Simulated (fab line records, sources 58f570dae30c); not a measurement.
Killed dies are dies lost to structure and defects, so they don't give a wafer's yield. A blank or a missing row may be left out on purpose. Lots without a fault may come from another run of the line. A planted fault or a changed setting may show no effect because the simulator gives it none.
fab line records | flow berkeley_cmos170 | part 1 of 2: steps 1 to 31 of 41
record lots=5 wafers=15 last_day=11
route steps=331 shown NWELL@31 PWELL@34 WELLDRIVE@55 ACTIVE@60
lots that met no fault: from a run of the same line without faults
start_h: hours from the record's first day to the start of the lot's first wafer shown | wait_h: hours since the lot's step before | " the same as in the row above | L1.1+2: a row that stands for several wafers | - no value, or no start given | * or withheld: withheld | < > ~ a bound
route shown NAME@n: a module of which the file shows steps, and the number in the route of the first | usual: mean/standard deviation of fault-free wafers | same: alike in all rows | chamber/n: place in a boat | sites: the reading at each site | _std_site: their standard deviation | _edge_site: outer sites' mean less inner sites' | radius_mm: how far each site lies from the wafer's centre | mask NAME#n: copy n | behind: the tool/chamber that last shaped the wafer | hold: why the lot was held/for how many hours/how that ended | device: the transistor (n, p or np) that didn't switch | end of line: the same wafers' tests at the end of the route | a step without rows: its recipe alone | killed: dies lost to structure and defects at the first sort, not the wafer's yield | map: a wafer's dies, x killed, . not, _ none there
set.NAME: the setting as run; set.NAME@STEP: as run at that earlier step | model.NAME: the simulator's own value behind a step, which no gauge read
lots at some steps of the route; a table a step, a row a wafer
services: from which hour (start_h, from the record's first day; less than 0 if before it) a tool's chamber was out of use, for how many hours, and why
## steps
# step UCB170_NWELL_CLEAN_17
# recipe chemistry=SPM temp_c=120 time_s=600
# columns lot.wafer tool chamber start_h wait_h
L086.3+5+6 wet_bench-04 2 96.45 0.0
L090.1+4+5 wet_bench-02 2 111.64 0.8
L091.1+2+4 wet_bench-04 0 113.83 0.1
L092.3+5+6 wet_bench-01 1 120.15 0.0
L095.4+5+6 wet_bench-01 3 139.06 0.0
# step UCB170_NWELL_WET_ETCH_18
# recipe chemistry=H3PO4 target=Si3N4 temp_c=160 time_s=14400
# columns lot.wafer tool chamber start_h wait_h
L086.3+5+6 wet_bench-04 3 96.80 0.2
L090.1+4+5 wet_bench-02 0 112.02 0.2
L091.1+2+4 wet_bench-01 0 114.08 0.1
L092.3+5+6 wet_bench-02 1 120.32 0.0
L095.4+5+6 wet_bench-01 2 139.23 0.0
# step UCB170_NWELL_WET_ETCH_19
# recipe chemistry=BOE dilution=5:1 target=SiO2 temp_c=25 time_s=22
# columns lot.wafer tool chamber start_h wait_h
L086.3+5+6 wet_bench-04 3 100.81 0.0
L090.1+4+5 wet_bench-01 3 118.33 2.3
L091.1+2+4 wet_bench-01 1 118.33 0.2
L092.3+5+6 wet_bench-02 1 124.74 0.4
L095.4+5+6 wet_bench-02 3 143.24 0.0
# step UCB170_PWELL_CLEAN_00
# recipe chemistry=SPM temp_c=120 time_s=600
# columns lot.wafer tool chamber start_h wait_h
L086.3+5+6 wet_bench-04 1 100.82 0.0
L090.1+4+5 wet_bench-01 1 118.58 0.2
L091.1+2+4 wet_bench-01 0 118.58 0.2
L092.3+5+6 wet_bench-02 2 124.76 0.0
L095.4+5+6 wet_bench-01 3 143.26 0.0
# step UCB170_PWELL_CLEAN_01
# recipe chemistry=dHF dilution=25:1 time_s=60
# columns lot.wafer tool chamber start_h wait_h
L086.3+5+6 wet_bench-04 3 101.00 0.0
L090.1+4+5 wet_bench-01 0 118.77 0.0
L091.1+2+4 wet_bench-01 3 118.77 0.0
L092.3+5+6 wet_bench-02 3 125.28 0.3
L095.4+5+6 wet_bench-02 0 143.43 0.0
# step UCB170_PWELL_OXIDATION_02
# recipe temp_c=1000 ambient=O2 target_thk_a=264 ox_time_s=1260
# usual spike_tc_load_C=1022.8/1.8
# columns lot.wafer tool chamber start_h wait_h spike_tc_load_C
L086.3 furnace-01 0 101.48 0.5 1024.5
L086.5 " 0 " " 1023.8
L086.6 " 0 " " 1025.9
L090.1 furnace-04 0 121.20 2.4 1023.0
L090.4 " 0 " " 1022.6
L090.5 " 0 " " 1022.0
L091.1 furnace-04 0 121.20 2.4 1022.1
L091.2 " 0 " " 1021.8
L091.4 " 0 " " 1023.4
L092.3 furnace-02 0 127.26 2.0 1020.6
L092.5 " 0 " " 1021.1
L092.6 " 0 " " 1018.8
L095.4 furnace-02 0 147.50 4.0 1019.4
L095.5 " 0 " " 1020.2
L095.6 " 0 " " 1020.9
# step UCB170_PWELL_THK_MEAS_03
# recipe reads=SiO2_of_PWELL_OXIDATION_02
# usual PWELL_OXIDE_THK=26.4/0.46
# columns lot.wafer tool chamber start_h wait_h PWELL_OXIDE_THK[nm]
L086.3 film_metro-01 - 102.85 0.0 26.5
L086.5 " - " " 26.1
L086.6 " - " " 26.1
L090.1 film_metro-04 - 122.55 0.0 26.0
L090.4 " - " " 26.1
L090.5 " - " " 26.1
L091.1 film_metro-03 - 122.55 0.0 26.3
L091.2 " - " " 26.8
L091.4 " - " " 26.6
L092.3 film_metro-03 - 128.63 0.0 25.9
L092.5 " - " " 25.7
L092.6 " - " " 25.3
L095.4 film_metro-03 - 148.88 0.0 26.5
L095.5 " - " " 26.6
L095.6 " - " " 26.2
# step UCB170_PWELL_ANNEAL_04
# recipe temp_c=1000 time_s=900 ambient=N2
# usual spike_tc_load_C=1023.9/2
# columns lot.wafer tool chamber start_h wait_h spike_tc_load_C
L086.3 furnace-01 0 105.53 2.7 1023.4
L086.5 " 0 " " 1022.5
L086.6 " 0 " " 1025.5
L090.1 furnace-01 0 125.36 2.8 1025.6
L090.4 " 0 " " 1025.3
L090.5 " 0 " " 1025.6
L091.1 furnace-01 0 125.36 2.8 1026.0
L091.2 " 0 " " 1027.0
L091.4 " 0 " " 1025.4
L092.3 furnace-04 0 131.97 3.3 1023.5
L092.5 " 0 " " 1023.4
L092.6 " 0 " " 1024.9
L095.4 furnace-02 0 150.18 1.3 1020.2
L095.5 " 0 " " 1019.9
L095.6 " 0 " " 1021.8
# step UCB170_PWELL_CVD_05
# recipe material=Si3N4 target_thk_nm=220 temp_c=800 precursor=SiH2Cl2/NH3 time_s=3300 pressure_mtorr=200 sih2cl2_flow_sccm=25 nh3_flow_sccm=75
# usual spike_tc_load_C=823/4.4
# columns lot.wafer tool chamber start_h wait_h spike_tc_load_C
L086.3 lpcvd-02 1 108.74 2.0 829
L086.5 " 1 " " 829
L086.6 " 1 " " 828
L090.1 lpcvd-01 0 126.61 0.0 822
L090.4 " 0 " " 821
L090.5 " 0 " " 823
L091.1 lpcvd-01 1 126.61 0.0 818
L091.2 " 1 " " 818
L091.4 " 1 " " 818
L092.3 lpcvd-01 1 133.56 0.3 819
L092.5 " 1 " " 820
L092.6 " 1 " " 820
L095.4 lpcvd-01 1 151.43 0.0 817
L095.5 " 1 " " 819
L095.6 " 1 " " 817
# step UCB170_PWELL_THK_MEAS_06
# recipe reads=Si3N4_of_PWELL_CVD_05
# usual PWELL_NITRIDE_THK=220.2/1.6
# columns lot.wafer tool chamber start_h wait_h PWELL_NITRIDE_THK[nm]
L086.3 film_metro-03 - 111.63 0.0 219.8
L086.5 " - " " 219.2
L086.6 " - " " 220.2
L090.1 film_metro-03 - 128.53 0.0 221.4
L090.4 " - " " 221.9
L090.5 " - " " 221.6
L091.1 film_metro-04 - 128.59 0.1 219.6
L091.2 " - " " 221.9
L091.4 " - " " 218.8
L092.3 film_metro-03 - 135.50 0.0 218.5
L092.5 " - " " 219.0
L092.6 " - " " 220.0
L095.4 film_metro-04 - 153.40 0.1 221.9
L095.5 " - " " 221.3
L095.6 " - " " 221.6
# step UCB170_PWELL_HMDS_07
# recipe prime_time_s=60 prime_temp_c=100
# usual chill_plate_temp_C=23.00/0.12
# columns lot.wafer tool chamber start_h wait_h chill_plate_temp_C
L086.3 litho_track-04 0 112.35 0.7 22.92
L086.5 " 0 " " 23.04
L086.6 " 0 " " 22.77
L090.1 litho_track-02 0 129.45 0.9 22.86
L090.4 " 0 " " 22.90
L090.5 " 0 " " 22.94
L091.1 litho_track-04 0 129.63 1.0 23.11
L091.2 " 0 " " 23.16
L091.4 " 0 " " 23.08
L092.3 litho_track-02 0 135.72 0.2 23.01
L092.5 " 0 " " 22.89
L092.6 " 0 " " 22.91
L095.4 litho_track-01 0 153.97 0.6 23.04
L095.5 " 0 " " 23.18
L095.6 " 0 " " 23.01
# step UCB170_PWELL_COAT_08
# recipe resist=KrF spin_rpm=1500 resist_thk_nm=900
# usual chill_plate_temp_C=22.99/0.12
# columns lot.wafer tool chamber start_h wait_h chill_plate_temp_C
L086.3 litho_track-04 0 112.50 0.1 22.93
L086.5 " 0 " " 22.90
L086.6 " 0 " " 23.23
L090.1 litho_track-02 0 129.60 0.1 22.81
L090.4 " 0 " " 22.88
L090.5 " 0 " " 22.95
L091.1 litho_track-04 0 129.78 0.1 23.04
L091.2 " 0 " " 22.94
L091.4 " 0 " " 23.07
L092.3 litho_track-02 0 135.87 0.1 22.90
L092.5 " 0 " " 22.89
L092.6 " 0 " " 23.08
L095.4 litho_track-01 0 154.12 0.1 23.22
L095.5 " 0 " " 23.01
L095.6 " 0 " " 23.22
# step UCB170_PWELL_SOFTBAKE_09
# recipe resist=KrF temp_c=130 time_s=62.09
# usual chill_plate_temp_C=23.00/0.1 plate_sensor_t_centre_C=131.41/0.01 plate_sensor_t_edge_C=131.53/0.01
# columns lot.wafer tool chamber start_h wait_h chill_plate_temp_C plate_sensor_t_centre_C plate_sensor_t_edge_C
L086.3 litho_track-04 0 112.65 0.1 22.78 131.4 131.55
L086.5 " 0 " " 22.88 131.41 131.53
L086.6 " 0 " " 22.92 131.41 131.52
L090.1 litho_track-02 0 129.75 0.1 22.79 131.39 131.53
L090.4 " 0 " " 22.94 131.39 131.53
L090.5 " 0 " " 22.90 131.41 131.52
L091.1 litho_track-04 0 129.93 0.1 23.08 131.41 131.54
L091.2 " 0 " " 22.98 131.42 131.53
L091.4 " 0 " " 23.07 131.42 131.53
L092.3 litho_track-02 0 136.02 0.1 23.06 131.42 131.52
L092.5 " 0 " " 23.17 131.4 131.52
L092.6 " 0 " " 23.13 131.43 131.52
L095.4 litho_track-01 0 154.27 0.1 23.12 131.41 131.54
L095.5 " 0 " " 23.03 131.4 131.56
L095.6 " 0 " " 23.09 131.4 131.53
# step UCB170_PWELL_EXPOSE_10
# recipe mask_id=PWELL target_cd_nm=3000 na=0.5 sigma_outer=0.6 source_shape=conventional dose_mj=19
# columns lot.wafer tool chamber start_h wait_h mask
L086.3+5+6 krf_scanner-02 0 112.79 0.1 PWELL#0
L090.1+4+5 krf_scanner-02 0 129.90 0.1 PWELL#0
L091.1+2+4 krf_scanner-02 0 130.13 0.2 PWELL#0
L092.3+5+6 krf_scanner-02 0 136.16 0.1 PWELL#0
L095.4+5+6 krf_scanner-02 0 154.53 0.2 PWELL#0
# step UCB170_PWELL_PEB_11
# recipe peb_temp_c=130 peb_time_s=withheld resist=KrF
# usual chill_plate_temp_C=22.99/0.12
# columns lot.wafer tool chamber start_h wait_h chill_plate_temp_C
L086.3 litho_track-01 0 113.34 0.5 23.04
L086.5 " 0 " " 22.91
L086.6 " 0 " " 22.81
L090.1 litho_track-01 0 130.28 0.4 23.04
L090.4 " 0 " " 23.09
L090.5 " 0 " " 23.02
L091.1 litho_track-02 0 130.45 0.3 23.10
L091.2 " 0 " " 23.02
L091.4 " 0 " " 23.13
L092.3 litho_track-01 0 136.31 0.1 23.11
L092.5 " 0 " " 22.97
L092.6 " 0 " " 23.10
L095.4 litho_track-04 0 154.78 0.2 22.86
L095.5 " 0 " " 22.93
L095.6 " 0 " " 22.96
# step UCB170_PWELL_DEVELOP_12
# recipe developer=TMAH develop_time_s=45 resist=KrF dev_temp_c=21
# usual chill_plate_temp_C=22.98/0.095
# columns lot.wafer tool chamber start_h wait_h chill_plate_temp_C
L086.3 litho_track-01 0 - - 23.17
L086.5 " 0 " " 23.06
L086.6 " 0 " " 22.99
L090.1 litho_track-01 0 - - 22.82
L090.4 " 0 " " 23.08
L090.5 " 0 " " 22.76
L091.1 litho_track-02 0 - - 22.86
L091.2 " 0 " " 22.83
L091.4 " 0 " " 22.98
L092.3 litho_track-01 0 - - 23.06
L092.5 " 0 " " 22.98
L092.6 " 0 " " 22.77
L095.4 litho_track-04 0 - - 22.94
L095.5 " 0 " " 23.03
L095.6 " 0 " " 22.92
# step UCB170_PWELL_OVL_MEAS_13
# usual PWELL_OVL=0/5.3
# columns lot.wafer tool chamber start_h wait_h PWELL_OVL[nm]
L086.3 overlay-02 - 113.57 - 11
L086.5 " - " " 1
L086.6 " - " " 4
L090.1 overlay-02 - 130.55 - -2
L090.4 " - " " 2
L090.5 " - " " -1
L091.1 overlay-02 - 130.72 - 0
L091.2 " - " " -8
L091.4 " - " " -5
L092.3 overlay-01 - 136.55 - 7
L092.5 " - " " 7
L092.6 " - " " 1
L095.4 overlay-02 - 155.00 - 6
L095.5 " - " " 5
L095.6 " - " " 7
# step UCB170_PWELL_ETCH_14
# recipe chemistry=CH3F/Ar/O2 target=Si3N4 stop_on=SiO2 CH3F_flow_sccm=20 Ar_flow_sccm=50 O2_flow_sccm=7 pressure_mtorr=50 rf_w=450 target_depth_a=2420 over_etch_frac=0.1 time_s=151
# usual drypump_motor_current_A=5.7/0.4 oes_product_au=0.943/0.017 throttle_valve_pct=8.05/0.11
# same over_etch_frac=0.1
# columns lot.wafer tool chamber start_h wait_h drypump_motor_current_A oes_product_au rf_hours_counter_h throttle_valve_pct
L086.3 rie_diel-02 1 113.60 0.0 6.3 0.963 8 8.01
L086.5 " 2 " " 5.0 0.931 - 8.17
L086.6 " 3 " " 5.2 0.928 - 8.15
L090.1 rie_diel-04 0 130.59 0.0 5.8 0.931 86 7.95
L090.4 " 2 " " 5.7 0.958 115 7.94
L090.5 " 2 " " 5.7 0.963 - 7.96
L091.1 rie_diel-02 3 130.76 0.0 5.2 0.932 16 8.14
L091.2 " 0 " " 6.0 0.924 57 8.13
L091.4 " 1 " " 6.3 0.955 9 8.02
L092.3 rie_diel-03 1 136.57 0.0 5.0 0.938 47 7.83
L092.5 " 2 " " 5.5 0.934 - 8.18
L092.6 " 1 " " 5.0 0.950 - 7.82
L095.4 rie_diel-02 2 155.01 0.0 5.0 0.936 43 8.16
L095.5 " 0 " " 6.0 0.918 - 8.12
L095.6 " 1 " " 6.2 0.960 - 8.02
# step UCB170_PWELL_IMPLANT_15
# recipe species=B dose_cm2=5e+12 energy_kev=60 tilt_deg=7
# columns lot.wafer tool chamber start_h wait_h
L086.3+5+6 implanter-02 0 113.75 0.1
L090.1+4+5 implanter-02 0 130.69 0.1
L091.1+2+4 implanter-03 0 130.86 0.1
L092.3+5+6 implanter-01 0 136.72 0.1
L095.4+5+6 implanter-03 0 155.19 0.1
# step UCB170_PWELL_STRIP_16
# recipe chemistry=O2 power_w=400 pressure_mtorr=3500 platen_temp_c=withheld o2_flow_sccm=400 overash_fraction=0.5
# usual drypump_motor_current_A=5.9/0.36 oes_product_au=0.721/0.0044 strip_time_to_endpoint_s=18.06/0.094
# columns lot.wafer tool chamber start_h wait_h drypump_motor_current_A oes_product_au rf_hours_counter_h strip_time_to_endpoint_s
L086.3 plasma_asher-03 1 113.88 0.1 5.7 0.712 - 18.13
L086.5 " 1 " " 5.8 0.720 - 18.29
L086.6 " 0 " " 6.3 0.716 - 18.27
L090.1 plasma_asher-03 1 130.84 0.1 5.8 0.713 36 17.95
L090.4 " 1 " " 5.8 0.718 - 17.97
L090.5 " 0 " " 6.4 0.711 - 18.01
L091.1 plasma_asher-03 1 131.01 0.1 5.7 0.715 36 18.29
L091.2 " 0 " " 6.3 0.721 36 18.15
L091.4 " 1 " " 5.7 0.726 - 18.23
L092.3 plasma_asher-04 1 136.85 0.1 5.2 0.723 - 17.99
L092.5 " 0 " " 6.1 0.728 - 18.08
L092.6 " 1 " " 5.2 0.724 - 17.91
L095.4 plasma_asher-03 0 155.30 0.1 6.3 0.721 - 18.09
L095.5 " 0 " " 6.3 0.717 - 18.06
L095.6 " 1 " " 5.7 0.718 - 18.04
# step UCB170_PWELL_TW_MEAS_17
# usual PWELL_TW=377/3.3
# columns lot.wafer tool chamber start_h wait_h PWELL_TW
L086.3 film_metro-04 - 113.97 0.1 375
L086.5 " - " " 374
L086.6 " - " " 375
L090.1 film_metro-03 - 130.94 0.1 377
L090.4 " - " " 373
L090.5 " - " " 377
L091.1 film_metro-04 - 131.11 0.1 375
L091.2 " - " " 377
L091.4 " - " " 375
L092.3 film_metro-04 - 136.94 0.1 376
L092.5 " - " " 375
L092.6 " - " " 375
L095.4 film_metro-03 - 155.40 0.1 371
L095.5 " - " " 373
L095.6 " - " " 371
# step UCB170_PWELL_CLEAN_18
# recipe chemistry=SPM temp_c=120 time_s=600
# columns lot.wafer tool chamber start_h wait_h
L086.3+5+6 wet_bench-04 1 114.18 0.2
L090.1+4+5 wet_bench-04 1 131.00 0.1
L091.1+2+4 wet_bench-04 1 131.17 0.1
L092.3+5+6 wet_bench-01 0 136.98 0.0
L095.4+5+6 wet_bench-04 0 155.53 0.1
# step UCB170_PWELL_WET_ETCH_19
# recipe chemistry=H3PO4 target=Si3N4 temp_c=160 time_s=14400
# columns lot.wafer tool chamber start_h wait_h
L086.3+5+6 wet_bench-04 0 114.55 0.2
L090.1+4+5 wet_bench-04 1 131.35 0.2
L091.1+2+4 wet_bench-02 2 134.99 3.6
L092.3+5+6 wet_bench-04 1 137.16 0.0
L095.4+5+6 wet_bench-04 0 155.70 0.0
# step UCB170_PWELL_WET_ETCH_20
# recipe chemistry=BOE dilution=5:1 target=SiO2 temp_c=25 time_s=22
# columns lot.wafer tool chamber start_h wait_h
L086.3+5+6 wet_bench-01 2 118.75 0.2
L090.1+4+5 wet_bench-04 3 135.37 0.0
L091.1+2+4 wet_bench-01 1 139.05 0.0
L092.3+5+6 wet_bench-04 2 141.16 0.0
L095.4+5+6 wet_bench-04 0 159.71 0.0
# step UCB170_WELLDRIVE_CLEAN_00
# recipe chemistry=SPM temp_c=120 time_s=600
# columns lot.wafer tool chamber start_h wait_h
L086.3+5+6 wet_bench-01 1 118.79 0.0
L090.1+4+5 wet_bench-01 2 135.53 0.1
L091.1+2+4 wet_bench-02 3 139.17 0.1
L092.3+5+6 wet_bench-02 3 141.18 0.0
L095.4+5+6 wet_bench-04 0 159.73 0.0
# step UCB170_WELLDRIVE_OXIDATION_01
# recipe temp_c=1100 ambient=O2 target_thk_a=1990 ox_time_s=9000
# usual spike_tc_load_C=1125.6/1.3
# columns lot.wafer tool chamber start_h wait_h spike_tc_load_C
L086.3 furnace-01 0 121.86 2.9 1127.1
L086.5 " 0 " " 1126.0
L086.6 " 0 " " 1128.1
L090.1 furnace-04 0 137.47 1.8 1125.1
L090.4 " 0 " " 1124.9
L090.5 " 0 " " 1124.5
L091.1 furnace-01 0 143.36 4.0 1125.9
L091.2 " 0 " " 1127.7
L091.4 " 0 " " 1126.3
L092.3 furnace-01 0 143.36 2.0 1126.0
L092.5 " 0 " " 1126.5
L092.6 " 0 " " 1127.3
L095.4 furnace-03 0 164.23 4.3 1124.3
L095.5 " 0 " " 1126.9
L095.6 " 0 " " 1126.5
# step UCB170_WELLDRIVE_THK_MEAS_02
# recipe reads=SiO2_of_WELLDRIVE_OXIDATION_01
# usual WELLDRIVE_OXIDE_THK=197/4
# columns lot.wafer tool chamber start_h wait_h WELLDRIVE_OXIDE_THK[nm]
L086.3 film_metro-04 - 125.38 0.0 189
L086.5 " - " " 186
L086.6 " - " " 192
L090.1 film_metro-04 - 140.97 0.0 201
L090.4 " - " " 202
L090.5 " - " " 204
L091.1 film_metro-04 - 146.86 0.0 192
L091.2 " - " " 191
L091.4 " - " " 194
L092.3 film_metro-04 - 146.94 0.1 193
L092.5 " - " " 197
L092.6 " - " " 191
L095.4 film_metro-02 - 167.76 0.0 193
L095.5 " - " " 193
L095.6 " - " " 192
# step UCB170_WELLDRIVE_ANNEAL_03
# recipe temp_c=1100 time_s=900 ambient=N2
# usual spike_tc_load_C=1125.2/1.4
# columns lot.wafer tool chamber start_h wait_h spike_tc_load_C
L086.3 furnace-04 0 127.72 2.3 1124.2
L086.5 " 0 " " 1122.7
L086.6 " 0 " " 1124.8
L090.1 furnace-04 0 145.14 4.2 1124.6
L090.4 " 0 " " 1124.5
L090.5 " 0 " " 1124.7
L091.1 furnace-04 0 149.40 2.5 1122.9
L091.2 " 0 " " 1122.6
L091.4 " 0 " " 1125.1
L092.3 furnace-04 0 149.40 2.4 1123.3
L092.5 " 0 " " 1124.0
L092.6 " 0 " " 1125.3
L095.4 furnace-01 0 170.23 2.5 1125.6
L095.5 " 0 " " 1126.3
L095.6 " 0 " " 1125.6
# step UCB170_WELLDRIVE_WET_ETCH_04
# recipe chemistry=BOE dilution=5:1 target=SiO2 temp_c=25 time_s=120
# columns lot.wafer tool chamber start_h wait_h
L086.3+5+6 wet_bench-01 1 128.97 0.0
L090.1+4+5 wet_bench-01 1 146.39 0.0
L091.1+2+4 wet_bench-02 0 150.91 0.3
L092.3+5+6 wet_bench-02 1 150.91 0.3
L095.4+5+6 wet_bench-01 1 171.55 0.1
# step UCB170_ACTIVE_CLEAN_00
# recipe chemistry=SPM temp_c=120 time_s=600
# columns lot.wafer tool chamber start_h wait_h
L086.3+5+6 wet_bench-02 1 129.01 0.0
L090.1+4+5 wet_bench-01 2 146.43 0.0
L091.1+2+4 wet_bench-02 0 150.99 0.0
L092.3+5+6 wet_bench-02 3 150.99 0.0
L095.4+5+6 wet_bench-01 1 171.77 0.2
# step UCB170_ACTIVE_CLEAN_01
# recipe chemistry=dHF dilution=25:1 time_s=60
# columns lot.wafer tool chamber start_h wait_h
L086.3+5+6 wet_bench-04 1 129.19 0.0
L090.1+4+5 wet_bench-01 1 146.60 0.0
L091.1+2+4 wet_bench-02 0 151.17 0.0
L092.3+5+6 wet_bench-02 3 151.17 0.0
L095.4+5+6 wet_bench-01 0 172.12 0.2
